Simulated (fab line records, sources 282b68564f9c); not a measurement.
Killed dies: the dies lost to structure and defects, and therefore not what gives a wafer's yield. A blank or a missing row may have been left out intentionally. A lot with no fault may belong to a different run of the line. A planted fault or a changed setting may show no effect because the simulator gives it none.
Split-lot study	flow rit cmos	23 wafers read across 5 lots, on a route 202 steps long

## THE SPLIT
At RIT_ACTIVE_EXPOSE_08 (exposes mask M1, target cd 1400 nm), the setting dose mj was moved away from the recipe's 225 on 7 of the 23 wafers read, by -7.3% to +6.9%. For the rest of the wafers, this setting stayed at what the recipe calls for.

## FROM THE SPLIT TO THE READING: what the file shows between them, 6 steps
- RIT_ACTIVE_PEB_09
- RIT_ACTIVE_DEVELOP_10: develop time 48.04 s
- RIT_ACTIVE_CD_MEAS_11: target cd 1400 nm
- RIT_ACTIVE_HARDBAKE_12: time 60 s
- RIT_ACTIVE_ETCH_13: etches Si3N4 in SF6, stops on SiO2, time 210 s, target depth 210 nm
- RIT_ACTIVE_STRIP_14: strips in O2, time 180 s

## THE READING
cd nm (nm) at RIT_ACTIVE_CD_MEAS_90, where the cd target is 1400 nm. Typical for fault-free wafers on this fab line: 1400.0 nm, with standard deviation 2.3 nm.

wafer	tool, chamber at the split	dose mj as run	against the recipe	cd nm, nm	against lot-mates on the recipe
L075.1	iline stepper-01, 0	240.6	+6.9%	1382.4	-18.9
L075.2	iline stepper-01, 0	240.6	+6.9%	1380.8	-20.5
L075.3	iline stepper-01, 0	225	recipe	1400.1	-
L075.5	iline stepper-01, 0	225	recipe	1402.5	-
L075.6	iline stepper-01, 0	240.6	+6.9%	1382.2	-19.1
L077.1	iline stepper-02, 0	225	recipe	1399.9	-
L077.2	iline stepper-02, 0	225	recipe	1398.7	-
L077.3	iline stepper-02, 0	225	recipe	1400.1	-
L077.5	iline stepper-02, 0	225	recipe	1399.7	-
L077.6	iline stepper-02, 0	225	recipe	1399.5	-
L080.1	iline stepper-02, 0	208.5	-7.3%	1422.7	+21.6
L080.2	iline stepper-02, 0	225	recipe	1401.7	-
L080.3	iline stepper-02, 0	208.5	-7.3%	1423.8	+22.7
L080.4	iline stepper-02, 0	225	recipe	1399.9	-
L080.6	iline stepper-02, 0	225	recipe	1401.6	-
L081.1	iline stepper-01, 0	225	recipe	1393.5	-
L081.2	iline stepper-01, 0	225	recipe	1396.2	-
L081.3	iline stepper-01, 0	239.7	+6.5%	1378.5	-17.0
L081.4	iline stepper-01, 0	225	recipe	1396.8	-
L081.5	iline stepper-01, 0	239.7	+6.5%	1378.2	-17.3
L084.3	iline stepper-01, 0	225	recipe	1400.4	-
L084.4	iline stepper-01, 0	225	recipe	1399.5	-
L084.5	iline stepper-01, 0	225	recipe	1401.3	-

THE FIT
A straight line over all 23 wafers: cd nm changes by -2.97 nm for each +1% of dose mj; r = -0.98; the points scatter about the line by 2.4 nm.
The same after taking each lot's own level away (the mean of its wafers on the recipe; 23 wafers): -2.85 nm for each +1%; r = -1.00; scatter 1 nm.
The reading moves by 21 nm for the largest change in dose mj, on that fit.
The lots' own levels span 1395.50 to 1401.30 nm, that is 2.5 times the standard deviation above.
Consequently the slope shifts little with the lot-to-lot level, the two slopes agreeing.
Check: for one of the wafers moved furthest among these (-7.3%), held out of the fit, the line's prediction against its lot-mates is +21 nm. It came out at +21.6 nm against them.

## THE WHOLE CHAIN: every reading that the file lists as answering this split, in the file's order
step	what it does	reading	change (the file's fit)	r (the file's)
RIT_ACTIVE_DEVELOP_10	develop time 48.04 s	ACTIVE.cd nm (the simulator's own value, which no gauge read)	-2.85 nm for each +1% of the setting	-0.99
RIT_ACTIVE_CD_MEAS_11	target cd 1400 nm	cd nm	-2.82 nm for each +1% of the setting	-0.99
RIT_ACTIVE_ETCH_13	etches Si3N4 in SF6, stops on SiO2, time 210 s, target depth 210 nm	ACTIVE.cd nm (the simulator's own value, which no gauge read)	-2.84 nm for each +1% of the setting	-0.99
RIT_ACTIVE_CD_MEAS_90	target cd 1400 nm	cd nm	-2.84 nm for each +1% of the setting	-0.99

## THE FILE'S OWN FIT
cd nm changes by -2.84 nm for each +1% of dose mj, r = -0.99.
